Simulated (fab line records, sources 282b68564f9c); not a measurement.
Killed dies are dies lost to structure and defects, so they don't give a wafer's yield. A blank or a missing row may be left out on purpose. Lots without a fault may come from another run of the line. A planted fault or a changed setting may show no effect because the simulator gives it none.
A struck lot beside a sound one | flow rit_cmos | 44 steps out of a route of 202
Sound: wafers L627.2, L627.5, L627.6. Struck: wafers L633.2, L633.4, L633.6. The cause comes at the end.
At each step with rows: each side's tool, then ch and its chambers, then its first start. Under that, the readings that differ: sound wafers | struck wafers | difference of the means | sigmas: that difference in standard deviations of wafers without a fault.
alike: readings whose means differ by less than 2 such deviations, and words and numbers that are the same on both sides. not compared: withheld readings, readings that some wafer has no value for, bounds like >300 that may hide the same value, and numbers for which the record gives no deviation and whose values overlap.
The two part at a step that has a row with sigmas, a row that says differs or no value, or rows on one side only. Numbers that don't overlap but have no deviation are shown without sigmas and don't part them. A reading that every wafer of one side lacks parts them only if that side has two wafers or more.

first, 3 steps without rows for these wafers: RIT_PRETRO_EXPOSE_03 (exposes mask M5, target cd 43700 nm); RIT_PRETRO_PEB_04; RIT_PRETRO_DEVELOP_05 (develop time 68 s).
RIT_PRETRO_OVL_MEAS_06:
  sound on overlay-01, day 2 22:17; struck on overlay-01, day 4 00:17
  alike: PRETRO_OVL
then, 2 steps without rows for these wafers: RIT_PRETRO_HARDBAKE_07 (time 120 s); RIT_PRETRO_IMPLANT_08.
RIT_PRETRO_STRIP_09: strips in O2, time 180 s.
  sound on plasma_asher-02 ch 0,1, day 2 22:43; struck on plasma_asher-01 ch 0,1, day 4 00:43
  alike: drypump_motor_current_A
  not compared: rf_hours_counter_h
RIT_PRETRO_TW_MEAS_10:
  sound on film_metro-01, day 2 22:54; struck on film_metro-01, day 4 00:55
  alike: PRETRO_TW
then, 4 steps without rows for these wafers: RIT_GATE_WET_ETCH_00 (etches SiO2 in BOE, target depth 56 nm, time 60 s); RIT_GATE_CLEAN_01 (cleans in SC1, time 600 s); RIT_GATE_CLEAN_02 (cleans in dHF, time 30 s); RIT_GATE_CLEAN_03 (cleans in SC2, time 600 s).
RIT_GATE_CLEAN_04: cleans in dHF, time 60 s.
  sound on wet_bench-01 ch 3, day 2 23:20; struck on wet_bench-01 ch 2, day 4 01:21
  reading                                     | sound           | struck          | difference | sigmas
  run_length_s (s)                            | 84 84 84        | 328 328 328     | +244       | +70
  model.SiO2_of_FOX2_OXIDATION_00.thk_nm (nm) | 253.6 248.8 247 | 226.9 226.1 223 | -24.5      |
RIT_FOX2_THK_MEAS_91:
  sound on film_metro-01, day 2 23:23; struck on film_metro-04, day 4 01:23
  reading                     | sound       | struck      | difference | sigmas
  FIELD_OXIDE_LEFT_2_THK (nm) | 253 249 247 | 227 226 223 | -24        | -4
then, 2 steps without rows for these wafers: RIT_GATE_OXIDATION_05 (target thk 3 nm, ox time 270 s); RIT_GATE_ANNEAL_06 (time 600 s).
RIT_GATE_THK_MEAS_07:
  sound on film_metro-02, day 3 05:22; struck on film_metro-01, day 4 03:29
  alike: GATE_OXIDE_THK
then, 1 step without rows for these wafers: RIT_GATE_CVD_08 (deposits poly-Si from SiH4, target thk 250 nm, time 2220 s).
RIT_GATE_THK_MEAS_09:
  sound on film_metro-04, day 3 07:02; struck on film_metro-02, day 4 05:09
  alike: GATE_POLY_THK
then, 6 steps without rows for these wafers: RIT_GATE_HMDS_10 (prime time 60 s); RIT_GATE_COAT_11 (resist thk 850 nm); RIT_GATE_SOFTBAKE_12 (time 60 s); RIT_GATE_EXPOSE_13 (exposes mask M6, target cd 150 nm); RIT_GATE_PEB_14; RIT_GATE_DEVELOP_15 (develop time 50 s).
RIT_GATE_CD_MEAS_16: target cd 150 nm.
  sound on cd_sem-02, day 3 07:58; struck on cd_sem-01, day 4 06:19
  alike: cd_nm
RIT_GATE_OVL_MEAS_17:
  sound on overlay-01, day 3 08:04; struck on overlay-02, day 4 06:25
  alike: GATE_OVL
then, 1 step without rows for these wafers: RIT_GATE_HARDBAKE_18 (time 60 s).
RIT_GATE_ETCH_19: etches poly-Si in SF6/CHF3/O2, stops on SiO2, time 165 s, target depth 312.5 nm.
  sound on rie_si-01 ch 2,3, day 3 08:15; struck on rie_si-02 ch 1,2,3, day 4 06:35
  alike: drypump_motor_current_A, oes_product_au, throttle_valve_pct
  not compared: rf_hours_counter_h
RIT_GATE_STRIP_20: strips in O2, time 180 s.
  sound on plasma_asher-03 ch 0,1, day 3 08:22; struck on plasma_asher-03 ch 0,1, day 4 06:42
  alike: drypump_motor_current_A
  not compared: rf_hours_counter_h
RIT_GATE_CD_MEAS_90: target cd 150 nm.
  sound on cd_sem-02, day 3 08:33; struck on cd_sem-01, day 4 06:54
  alike: cd_nm
then, 4 steps without rows for these wafers: RIT_REOX_CLEAN_00 (cleans in SC1, time 600 s); RIT_REOX_CLEAN_01 (cleans in dHF, time 30 s); RIT_REOX_CLEAN_02 (cleans in SC2, time 600 s); RIT_REOX_OXIDATION_03 (target thk 25.2 nm, ox time 5580 s).
RIT_REOX_THK_MEAS_04:
  sound on film_metro-04, day 3 11:46; struck on film_metro-03, day 4 09:55
  alike: REOX_OXIDE_THK
then, 6 steps without rows for these wafers: RIT_NLDD_HMDS_00 (prime time 60 s); RIT_NLDD_COAT_01 (resist thk 1000 nm); RIT_NLDD_SOFTBAKE_02 (time 60 s); RIT_NLDD_EXPOSE_03 (exposes mask M7, target cd 40700 nm); RIT_NLDD_PEB_04; RIT_NLDD_DEVELOP_05 (develop time 50 s).
RIT_SILICIDE_WET_ETCH_00: etches SiO2 in BOE, target depth 14 nm, time 15 s.
  sound on wet_bench-01 ch 0, day 3 21:37; struck on wet_bench-01 ch 1, day 4 19:43
  reading                                     | sound             | struck            | difference | sigmas
  model.SiO2_of_FOX2_OXIDATION_00.thk_nm (nm) | 148.4 144.7 140.8 | 120.7 121.3 119.8 | -24.0      |
RIT_M1_PROBE_99:
  sound on prober-01, day 4 05:08; struck on prober-01, day 5 02:33
  reading                             | sound                | struck               | difference | sigmas
  model.etest.pldd.width_nm (nm)      | 3159 3172 3179       | 3323 3310 3296       | +140       |
  model.etest.nldd.width_nm (nm)      | 3166 3162 3171       | 3298 3287 3298       | +128       |
  model.etest.nplus_sal.width_nm (nm) | 3435 3430 3482       | 3540 3534 3491       | +73        |
  model.etest.pplus_sal.width_nm (nm) | 3425 3439 3472       | 3540 3507 3499       | +70        |
  model.etest.nmos_narrow.drive_ua_um | 222.8 227.3 232      | 247.3 244.5 241.2    | +17.0      |
  model.etest.pmos_narrow.drive_ua_um | 100 102 105.6        | 118.2 116.9 117.5    | +15.0      |
  model.etest.field_n.vt_v (V)        | 34.48 33.87 33.56    | 30.7 30.71 30.22     | -3.4       |
  model.etest.field_p.vt_v (V)        | -12.64 -12.61 -12.62 | -11.43 -11.35 -11.33 | +1.25      |
  alike: killed_at_M0_to_M3, killed_at_front_end, killed_dies, killed_open, killed_short

WHERE THEY PART
First at RIT_GATE_CLEAN_04; last, within this record, at RIT_FOX2_THK_MEAS_91. Later steps at which nothing parts them and some readings are alike: RIT_GATE_THK_MEAS_07, RIT_GATE_THK_MEAS_09, RIT_GATE_CD_MEAS_16, RIT_GATE_OVL_MEAS_17, RIT_GATE_ETCH_19, RIT_GATE_STRIP_20, RIT_GATE_CD_MEAS_90, RIT_REOX_THK_MEAS_04, RIT_M1_PROBE_99.

WHY: what the simulator had put in
Process parameter drift: wet_bench-01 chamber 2, from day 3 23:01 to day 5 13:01, at RIT_GATE_CLEAN_04. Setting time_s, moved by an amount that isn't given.
